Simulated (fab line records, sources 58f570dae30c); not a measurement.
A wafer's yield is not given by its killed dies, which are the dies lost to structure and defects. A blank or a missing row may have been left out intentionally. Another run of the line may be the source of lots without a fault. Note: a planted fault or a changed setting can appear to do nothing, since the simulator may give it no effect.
What tool caused it? ; flow berkeley cmos170 ; 42 wafers from 14 lots sampled at 5 of the route's 331 steps

WHAT THE GAUGES READ, wafer by wafer
UCB170_ACTIVE_CD_MEAS_13: the cd target is 1200 nm.
lot;measured;on;cd nm (nm)
L699;day 4 01:58;cd sem-02;1201.2 1201.1 1201.4
L701;day 4 13:35;cd sem-02;1197.9 1199.2 1198.8
L702;day 4 13:16;cd sem-01;1200.5 1200.7 1200.7
L703;day 4 23:25;cd sem-01;1201.1 1202.4 1200.6
L704;day 4 23:34;cd sem-01;1200.8 1201.6 1199.5
L705;day 5 14:50;cd sem-01;1198.0 1195.9 1198.0
L708;day 5 20:28;cd sem-02;1200.7 1199.8 1198.0
L712;day 6 20:43;cd sem-02;1202.8 1201.7 1200.2
L714;day 7 11:28;cd sem-02;1198.8 1199.1 1199.8
L715;day 7 20:46;cd sem-01;1198.7 1199.0 1199.1
L718;day 8 23:17;cd sem-01;1198.4 1200.0 1198.5
L719;day 8 23:31;cd sem-01;1199.2 1199.6 1199.8
L720;day 9 05:01;cd sem-02;1202.1 1202.1 1202.1
L721;day 9 05:25;cd sem-01;1198.7 1199.1 1198.9

UCB170_ACTIVE_CD_MEAS_90: the cd target is 1200 nm.
lot;measured;on;cd nm (nm)
L699;day 4 02:19;cd sem-02;1201.4 1200.7 1201.4
L701;day 4 13:56;cd sem-01;1198.0 1199.4 1198.6
L702;day 4 13:40;cd sem-02;1200.7 1200.9 1201.2
L703;day 4 23:46;cd sem-01;1201.1 1202.1 1200.8
L704;day 4 23:56;cd sem-01;1200.7 1201.3 1199.8
L705;day 5 15:11;cd sem-02;1197.2 1195.7 1197.8
L708;day 5 20:49;cd sem-02;1200.4 1199.4 1197.6
L712;day 6 21:04;cd sem-02;1202.4 1201.3 1200.2
L714;day 7 11:49;cd sem-01;1198.8 1198.7 1199.0
L715;day 7 21:07;cd sem-01;1198.2 1199.1 1198.7
L718;day 8 23:38;cd sem-02;1198.6 1199.4 1198.4
L719;day 8 23:52;cd sem-01;1199.4 1199.5 1199.5
L720;day 9 05:23;cd sem-02;1201.6 1202.2 1202.2
L721;day 9 05:47;cd sem-01;1198.2 1198.7 1198.8

WHAT TOOL EACH LOT RAN ON (gives the tool, then ch and the chambers of the sampled wafers, and finally the start)
lot;UCB170_NWELL_ETCH_13;UCB170_ACTIVE_ETCH_15;UCB170_ACTIVE_STRIP_16
L699;rie diel-03 ch 0,1,2, day 2 10:43;rie diel-04 ch 2,3, day 4 02:07;plasma asher-01 ch 0,1, day 4 02:13
L701;rie diel-04 ch 1,2, day 2 18:49;rie diel-04 ch 0,1, day 4 13:41;plasma asher-04 ch 0,1, day 4 13:49
L702;rie diel-02 ch 0,3, day 2 19:05;rie diel-03 ch 0,3, day 4 13:25;plasma asher-03 ch 0,1, day 4 13:31
L703;rie diel-03 ch 1,2, day 3 05:35;rie diel-03 ch 0,2, day 4 23:31;plasma asher-04 ch 0,1, day 4 23:40
L704;rie diel-02 ch 1,2,3, day 3 05:53;rie diel-04 ch 0,1,2, day 4 23:44;plasma asher-03 ch 0,1, day 4 23:50
L705;rie diel-04 ch 0,3, day 3 12:22;rie diel-01 ch 2,3, day 5 14:59;plasma asher-04 ch 0,1, day 5 15:05
L708;rie diel-02 ch 1,3, day 4 00:08;rie diel-03 ch 1,2, day 5 20:37;plasma asher-01 ch 0,1, day 5 20:43
L712;rie diel-03 ch 0,1,2, day 5 01:30;rie diel-03 ch 1,2,3, day 6 20:52;plasma asher-04 ch 1, day 6 20:58
L714;rie diel-04 ch 0,3, day 5 11:23;rie diel-04 ch 0,1,2, day 7 11:35;plasma asher-03 ch 0,1, day 7 11:43
L715;rie diel-03 ch 0,2,3, day 5 17:31;rie diel-04 ch 0,3, day 7 20:55;plasma asher-03 ch 0,1, day 7 21:01
L718;rie diel-04 ch 2,3, day 6 11:22;rie diel-03 ch 1,2,3, day 8 23:26;plasma asher-03 ch 0,1, day 8 23:31
L719;rie diel-03 ch 1,2,3, day 6 16:29;rie diel-01 ch 1,2,3, day 8 23:39;plasma asher-03 ch 0,1, day 8 23:45
L720;rie diel-04 ch 0,2,3, day 6 22:39;rie diel-01 ch 1,2,3, day 9 05:11;plasma asher-04 ch 0,1, day 9 05:17
L721;rie diel-03 ch 1,2,3, day 7 05:30;rie diel-03 ch 1,3, day 9 05:35;plasma asher-01 ch 0,1, day 9 05:41
- UCB170_NWELL_ETCH_13: etches Si3N4 in CH3F/Ar/O2, stops on SiO2, target depth 246.4 nm, time 154 s.
- UCB170_ACTIVE_ETCH_15: etches Si3N4 in CH3F/Ar/O2, stops on SiO2, target depth 242 nm, time 151 s.
- UCB170_ACTIVE_STRIP_16: strips in O2.

AS READ BY THE TOOLS THEMSELVES (means over the sampled wafers that have a number; for cases with no such wafer, the mark the record gives instead)
UCB170_NWELL_ETCH_13.
lot;tool;CH3F_flow_sccm (sccm);drypump motor current A (A);oes product au (a.u.);throttle valve pct (%)
L699;rie diel-03;20.03;6.1;0.951;8.11
L701;rie diel-04;20.01;5.4;0.950;8.19
L702;rie diel-02;20.03;5.4;0.958;8.06
L703;rie diel-03;20.02;6.0;0.945;8.24
L704;rie diel-02;19.98;5.3;0.914;8.13
L705;rie diel-04;20.03;5.9;0.944;8.03
L708;rie diel-02;20.01;5.2;0.935;8.15
L712;rie diel-03;19.94;6.1;0.952;8.11
L714;rie diel-04;19.98;5.4;0.941;8.01
L715;rie diel-03;19.93;6.2;0.936;8.13
L718;rie diel-04;20.01;5.9;0.961;8.16
L719;rie diel-03;19.99;5.9;0.943;8.24
L720;rie diel-04;20.00;5.7;0.950;8.08
L721;rie diel-03;20.02;5.9;0.947;8.23

UCB170_ACTIVE_ETCH_15.
lot;tool;CH3F_flow_sccm (sccm);drypump motor current A (A);oes product au (a.u.);throttle valve pct (%)
L699;rie diel-04;19.99;5.9;0.963;8.17
L701;rie diel-04;20.00;4.8;0.915;8.12
L702;rie diel-03;19.96;6.3;0.942;8.01
L703;rie diel-03;20.01;6.3;0.951;8.13
L704;rie diel-04;20.04;5.1;0.938;8.12
L705;rie diel-01;20.06;5.9;0.961;8.07
L708;rie diel-03;19.98;6.0;0.953;8.23
L712;rie diel-03;20.02;5.9;0.948;8.24
L714;rie diel-04;20.05;5.1;0.890;8.11
L715;rie diel-04;19.99;5.4;0.903;8.02
L718;rie diel-03;19.97;5.9;0.945;8.25
L719;rie diel-01;19.97;5.8;0.964;7.99
L720;rie diel-01;20.07;5.8;0.959;8.00
L721;rie diel-03;20.05;5.6;0.938;8.23

UCB170_ACTIVE_STRIP_16.
lot;tool;drypump motor current A (A);o2 flow sccm (sccm);oes product au (a.u.);strip time to endpoint s (s)
L699;plasma asher-01;6.0;400.1;0.719;18.16
L701;plasma asher-04;5.1;398.9;0.717;18.13
L702;plasma asher-03;6.1;400.1;0.724;18.10
L703;plasma asher-04;5.1;398.0;0.727;18.28
L704;plasma asher-03;5.9;399.5;0.725;18.01
L705;plasma asher-04;5.1;399.3;0.723;18.10
L708;plasma asher-01;5.8;400.3;0.725;17.96
L712;plasma asher-04;5.0;400.2;0.722;18.06
L714;plasma asher-03;6.1;399.0;0.719;17.54
L715;plasma asher-03;6.1;400.3;0.720;17.60
L718;plasma asher-03;6.1;400.4;0.718;18.12
L719;plasma asher-03;5.9;400.2;0.721;17.97
L720;plasma asher-04;5.3;400.2;0.717;17.99
L721;plasma asher-01;5.8;399.5;0.722;18.07

THE ANSWER, worked out from the rows above alone
Rule: the usual values come from the lots themselves. Put in order of their means at a reading, lots are off if they are a third of the lots or fewer, leave a main group of 4 or more, and stand apart from it by a gap of 3 or more times the standard deviation of the main group's means; of several such gaps the widest counts. A main group whose means are all the same, to the digits that the tables above print for the reading, isn't used. A lot without any number at a reading at which 4 lots or more have one is off too. Any other lot the step has rows for is counted as sound. First the gauges in route order, then the tools' own readings, where a lot's mean is used as printed above. The first step at which some lot is off is used, and at that step the reading that is off furthest; a lot without a number counts as furthest.
Off: L714, L715, at UCB170_ACTIVE_STRIP_16 (strip time to endpoint s). Main group: mean 18.08 s, sd 0.087.
If a tool, at that step or one of the process steps before it, ran each lot that is off and ran no sound lot following the first of them, it fits. One candidate fits, namely rie diel-04 at UCB170_ACTIVE_ETCH_15. A fault onset in the window from L704 (day 4 23:44, its last sound lot) to L714 (day 7 11:35, its first lot off) fits.

WHAT THE SIMULATOR PUT IN
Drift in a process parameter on rie diel-04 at UCB170_ACTIVE_ETCH_15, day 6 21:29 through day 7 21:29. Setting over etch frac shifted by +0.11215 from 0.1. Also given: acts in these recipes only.
Lots struck among those shown: L714, L715. The rule above found the same.
